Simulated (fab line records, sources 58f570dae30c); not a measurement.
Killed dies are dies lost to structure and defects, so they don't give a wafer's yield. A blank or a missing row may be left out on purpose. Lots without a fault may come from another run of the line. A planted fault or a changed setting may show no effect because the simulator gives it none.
Which tool did it? | flow berkeley_cmos170 | 7 lots, 21 wafers sampled, at 2 steps of a route of 331

WHAT THE GAUGES READ, wafer by wafer
UCB170_PLDD_TW_MEAS_11.
lot  | measured     | on            | PLDD_TW
L634 | day 7 23:44  | film_metro-02 | 1004 1012 1007
L636 | day 8 00:28  | film_metro-02 | 1005 1003 1007
L641 | day 9 09:17  | film_metro-04 | 1021 1015 1012
L646 | day 10 21:08 | film_metro-01 | 954 946 955 951 952 945
L648 | day 11 10:06 | film_metro-01 | 1018 1018 1021
L653 | day 12 08:10 | film_metro-02 | 1004 1002 1008
L655 | day 12 16:25 | film_metro-02 | 1004 998 1007

WHICH TOOL RAN EACH LOT (tool, then ch and the chambers of the sampled wafers, then the start)
lot  | UCB170_PLDD_IMPLANT_09
L634 | implanter-01 ch 0, day 7 23:30
L636 | implanter-03 ch 0, day 8 00:13
L641 | implanter-01 ch 0, day 9 09:02
L646 | implanter-03 ch 0, day 10 20:53
L648 | implanter-01 ch 0, day 11 09:54
L653 | implanter-02 ch 0, day 12 07:56
L655 | implanter-02 ch 0, day 12 16:10
- UCB170_PLDD_IMPLANT_09

THE ANSWER, worked out from the rows above alone
Rule: what is usual is taken from the lots themselves. Put in order of their means at a reading, lots are off if they are a third of the lots or fewer, leave a main group of 4 or more, and stand apart from it by a gap of 3 or more times the standard deviation of the main group's means; of several such gaps the widest counts. A main group whose means are all the same, to the digits that the tables above print for the reading, isn't used. A lot without any number at a reading at which 4 lots or more have one is off too. The other lots that the step has rows for count as sound.
Off: L646, at UCB170_PLDD_TW_MEAS_11 (PLDD_TW). The main group: mean 1009, standard deviation 6.1.
A tool fits if, at a process step before that reading, it ran every lot that is off, and no sound lot after the first of them. The gauges at UCB170_PLDD_TW_MEAS_11 are tried like those tools. One fits: implanter-03 at UCB170_PLDD_IMPLANT_09. Its last sound lot is L636 (day 8 00:13), its first lot that is off L646 (day 10 20:53): a fault that began between those two fits.

WHAT THE SIMULATOR HAD PUT IN
Process parameter drift: implanter-03, from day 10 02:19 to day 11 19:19, at UCB170_PLDD_IMPLANT_09. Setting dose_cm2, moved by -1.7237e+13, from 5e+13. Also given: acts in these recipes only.
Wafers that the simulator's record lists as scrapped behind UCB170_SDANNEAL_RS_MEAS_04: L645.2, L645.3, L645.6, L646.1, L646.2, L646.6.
Lots struck among those shown: L646. The rule above found the same.
